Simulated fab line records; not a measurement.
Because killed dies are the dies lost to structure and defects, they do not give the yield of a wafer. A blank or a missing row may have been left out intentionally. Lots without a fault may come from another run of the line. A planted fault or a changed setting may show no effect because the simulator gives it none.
Which tool was responsible? | flow berkeley_cmos170 | 21 wafers from 7 lots sampled at 4 of the route's 331 steps

## WHAT THE GAUGES SHOWED, per wafer
UCB170_V2_THK_MEAS_01.
lot  | measured     | on            | V2_TEOS_THK (nm)
L107 | day 9 23:48  | film_metro-02 | 1998 2011 2030
L108 | day 10 01:27 | film_metro-03 | 1990 1993 2014
L110 | day 10 18:02 | film_metro-03 | 1967 2017 2003
L112 | day 10 18:07 | film_metro-02 | 1999 2023 2038
L115 | day 11 03:23 | film_metro-02 | 1950 1955 2026
L123 | day 12 20:27 | film_metro-04 | 1999 1978 2023
L125 | day 13 03:42 | film_metro-02 | 1994 2011 2024

## EACH LOT AND THE TOOL THAT RAN IT (in order: tool; ch and the chambers of the sampled wafers; start)
lot  | UCB170_SPACER_CVD_00           | UCB170_M1_METAL_ETCH_12           | UCB170_V1_SOFTBAKE_08
L107 | pecvd-02 ch 0,1,2, day 8 09:29 | rie_metal-01 ch 1, day 9 14:44    | litho_track-03 ch 0, day 9 19:10
L108 | pecvd-04 ch 1,2, day 8 09:54   | rie_metal-04 ch 0,1, day 9 15:13  | litho_track-01 ch 0, day 9 20:44
L110 | pecvd-02 ch 0,1,2, day 9 05:14 | rie_metal-03 ch 0,1, day 10 05:13 | litho_track-03 ch 0, day 10 11:44
L112 | pecvd-04 ch 0,2, day 9 12:39   | rie_metal-04 ch 0,1, day 10 07:20 | litho_track-02 ch 0, day 10 11:58
L115 | pecvd-01 ch 0,1, day 9 18:41   | rie_metal-03 ch 0,1, day 10 17:07 | litho_track-01 ch 0, day 10 21:47
L123 | pecvd-04 ch 0,2, day 11 14:47  | rie_metal-01 ch 0,1, day 12 13:21 | litho_track-03 ch 0, day 12 16:14
L125 | pecvd-01 ch 0,1, day 11 23:25  | rie_metal-01 ch 0,1, day 12 20:43 | litho_track-02 ch 0, day 12 23:43
- UCB170_SPACER_CVD_00: deposits SiO2 from TEOS/O2, target thk 376 nm, time 47 s.
- UCB170_M1_METAL_ETCH_12: etches Al in Cl2/BCl3, stops on PSG, target depth 780 nm, time 130 s.
- UCB170_V1_SOFTBAKE_08: time 60 s.

## THE ANSWER, worked out from the rows above alone
Rule: the usual values come from the lots themselves. The widest of any qualifying gaps counts: lots, ordered by their means at a reading, are off when they make up no more than a third of the lots, leave a main group of 4 or more, and stand apart from it by 3 or more times the standard deviation of that group's means. A main group whose means are all the same, to the digits that the tables above print for the reading, isn't used. Also off: a lot with no number at a reading for which 4 or more lots have one. The other lots that the step has rows for count as sound.
Nothing can be told from this: no lot is off at any reading shown.

## WHAT HAD BEEN PUT IN BY THE SIMULATOR
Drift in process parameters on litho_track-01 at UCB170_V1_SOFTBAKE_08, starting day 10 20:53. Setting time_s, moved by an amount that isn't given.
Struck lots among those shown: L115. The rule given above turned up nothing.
